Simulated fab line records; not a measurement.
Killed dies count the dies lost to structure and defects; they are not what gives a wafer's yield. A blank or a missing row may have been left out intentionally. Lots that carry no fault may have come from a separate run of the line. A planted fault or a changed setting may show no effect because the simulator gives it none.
2 desks looking at one fault || flow rit-cmos || numbers are kept per desk, each desk with only its own; the story behind them comes last

## AT THE TOOL OWNER'S DESK: pvd-sputter-03
The tool's own readings at RIT_M1_SPUTTER_00 (material Al, target thk 400 nm, time 500 s): means of the sampled wafers that have a number, for each lot that ran on this tool. Marked OUT: a lot whose mean sits more than 4 standard deviations from the usual mean, which makes it out of limits; the brackets give that distance.
Columns: A = throttle-valve-pct at RIT_M1_SPUTTER_00, usual 30.7 %
{"lot": "L413", "first seen here": "day 3 16:24", "A": 30.4}
{"lot": "L415", "first seen here": "day 4 02:53", "A": 31.7}
{"lot": "L417", "first seen here": "day 4 09:59", "A": 30.4}
{"lot": "L419", "first seen here": "day 4 20:29", "A": 31.7}
{"lot": "L421", "first seen here": "day 5 07:05", "A": 30.2}
{"lot": "L423", "first seen here": "day 5 16:49", "A": 31.0}
This desk's finding: nothing out of limits on any of the 6 lots.

## THE METROLOGY DESK
Lot by lot, what the gauges showed, no matter which tool ran the lot: averages of those sampled wafers that carry a number. Marked OUT: a lot whose mean sits more than 4 standard deviations from the usual mean, which makes it out of limits; the brackets give that distance.
Columns: A = cd-nm at RIT_CONTACT_CD_MEAS_08, usual 1000.6 nm; B = CONTACT_OVL at RIT_CONTACT_OVL_MEAS_09, usual 0.2 nm; C = M1_AL_RS at RIT_M1_RS_MEAS_01, usual 0.0733 ohm/sq; D = M1_AL_THK at RIT_M1_THK_MEAS_02, usual 405 nm; E = cd-nm at RIT_M1_CD_MEAS_09, usual 2600.3 nm
{"lot": "L411", "first seen here": "day 3 05:23", "A": 1000.4, "B": -0.6, "C": 0.0744, "D": 400, "E": 2598.1}
{"lot": "L412", "first seen here": "day 3 07:58", "A": 997.7, "B": 0.3, "C": 0.0729, "D": 404, "E": 2601.2}
{"lot": "L413", "first seen here": "day 3 15:14", "A": 1002.2, "B": -1.2, "C": 0.0736, "D": 403, "E": 2600.5}
{"lot": "L415", "first seen here": "day 4 01:44", "A": 1002.9, "B": 0.0, "C": 0.0720, "D": 411, "E": 2600.6}
{"lot": "L417", "first seen here": "day 4 08:50", "A": 999.6, "B": -0.9, "C": 0.0728, "D": 408, "E": 2599.8}
{"lot": "L419", "first seen here": "day 4 19:20", "A": 1002.2, "B": 2.5, "C": "0.0533 (-26) OUT", "D": "553 (+34) OUT", "E": 2601.8}
{"lot": "L420", "first seen here": "day 5 01:20", "A": 999.4, "B": 1.1, "C": 0.0731, "D": 406, "E": 2599.4}
{"lot": "L421", "first seen here": "day 5 05:56", "A": 1000.9, "B": 1.5, "C": "0.0528 (-27) OUT", "D": "559 (+35) OUT", "E": 2599.5}
{"lot": "L422", "first seen here": "day 5 10:13", "A": 999.3, "B": 1.1, "C": 0.0739, "D": 401, "E": 2597.9}
{"lot": "L423", "first seen here": "day 5 15:39", "A": 995.4, "B": 0.0, "C": "0.0532 (-26) OUT", "D": "551 (+33) OUT", "E": 2598.3}
{"lot": "L428", "first seen here": "day 6 17:05", "A": 1002.4, "B": 0.6, "C": 0.0728, "D": 406, "E": 2606.4}
{"lot": "L432", "first seen here": "day 7 14:34", "A": 1001.8, "B": -0.9, "C": 0.0739, "D": 401, "E": 2599.6}
{"lot": "L434", "first seen here": "day 8 04:12", "A": 996.8, "B": 3.1, "C": 0.0738, "D": 402, "E": 2600.9}
Finding of this desk: L419, L421, L423 out of limits, first seen on L419 at day 4 20:47 (M1_AL_RS at RIT_M1_RS_MEAS_01). L411, L412, L413, L415, L417, L420, L422, L428, L432, L434: within limits.

## PUT TOGETHER
On L419, L421, L423, the metrology desk was in a position to raise an alarm at day 4 20:47.
Nothing out of limits was seen by the tool owner's desk.
The tool owner's desk has L419, L421, L423 on record, within its limits.
Of the lots named, all ran RIT_M1_SPUTTER_00 on pvd-sputter-03.

## WHAT HAD BEEN PUT IN BY THE SIMULATOR
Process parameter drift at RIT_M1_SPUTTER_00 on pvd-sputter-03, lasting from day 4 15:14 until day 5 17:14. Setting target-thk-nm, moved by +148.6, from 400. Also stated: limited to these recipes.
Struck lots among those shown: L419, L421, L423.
Time in hours between the start of the fault and the first out-of-limits reading at each desk: metrology desk, 6.
